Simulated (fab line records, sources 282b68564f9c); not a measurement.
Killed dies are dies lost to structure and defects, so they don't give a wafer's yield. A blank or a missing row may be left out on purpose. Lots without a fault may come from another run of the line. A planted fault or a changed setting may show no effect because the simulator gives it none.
Which tool did it? | flow rit_cmos | 7 lots, 21 wafers sampled, at 2 steps of a route of 202

WHAT THE GAUGES READ, wafer by wafer
RIT_GATE_THK_MEAS_07.
lot  | measured    | on            | GATE_OXIDE_THK (nm)
L994 | day 2 21:12 | film_metro-04 | 2.99 3.02 3.00
L999 | day 3 23:26 | film_metro-03 | 2.93 2.92 2.99
L101 | day 4 10:25 | film_metro-03 | 2.95 3.01 2.94
L102 | day 4 20:53 | film_metro-03 | 2.65 2.66 2.70
L110 | day 6 02:32 | film_metro-04 | 2.93 2.99 2.94
L114 | day 7 05:45 | film_metro-04 | 3.09 3.04 3.02
L116 | day 7 13:07 | film_metro-02 | 3.16 2.99 3.06

WHICH TOOL RAN EACH LOT (tool, then ch and the chambers of the sampled wafers, then the start)
lot  | RIT_GATE_OXIDATION_05
L994 | furnace-04 ch 0, day 2 19:22
L999 | furnace-03 ch 0, day 3 18:57
L101 | furnace-01 ch 0, day 4 08:38
L102 | furnace-04 ch 0, day 4 17:55
L110 | furnace-01 ch 0, day 6 01:11
L114 | furnace-03 ch 0, day 7 00:34
L116 | furnace-01 ch 0, day 7 10:28
- RIT_GATE_OXIDATION_05: target thk 3 nm, ox time 270 s.

THE ANSWER, worked out from the rows above alone
Rule: what is usual is taken from the lots themselves. Put in order of their means at a reading, lots are off if they are a third of the lots or fewer, leave a main group of 4 or more, and stand apart from it by a gap of 3 or more times the standard deviation of the main group's means; of several such gaps the widest counts. A main group whose means are all the same, to the digits that the tables above print for the reading, isn't used. A lot without any number at a reading at which 4 lots or more have one is off too. The other lots that the step has rows for count as sound.
Off: L102, at RIT_GATE_THK_MEAS_07 (GATE_OXIDE_THK). The main group: mean 3.00 nm, standard deviation 0.047.
A tool fits if, at a process step before that reading, it ran every lot that is off, and no sound lot after the first of them. The gauges at RIT_GATE_THK_MEAS_07 are tried like those tools. Can't be told from this: 2 tools fit, furnace-04 at RIT_GATE_OXIDATION_05, film_metro-03 at RIT_GATE_THK_MEAS_07.

WHAT THE SIMULATOR HAD PUT IN
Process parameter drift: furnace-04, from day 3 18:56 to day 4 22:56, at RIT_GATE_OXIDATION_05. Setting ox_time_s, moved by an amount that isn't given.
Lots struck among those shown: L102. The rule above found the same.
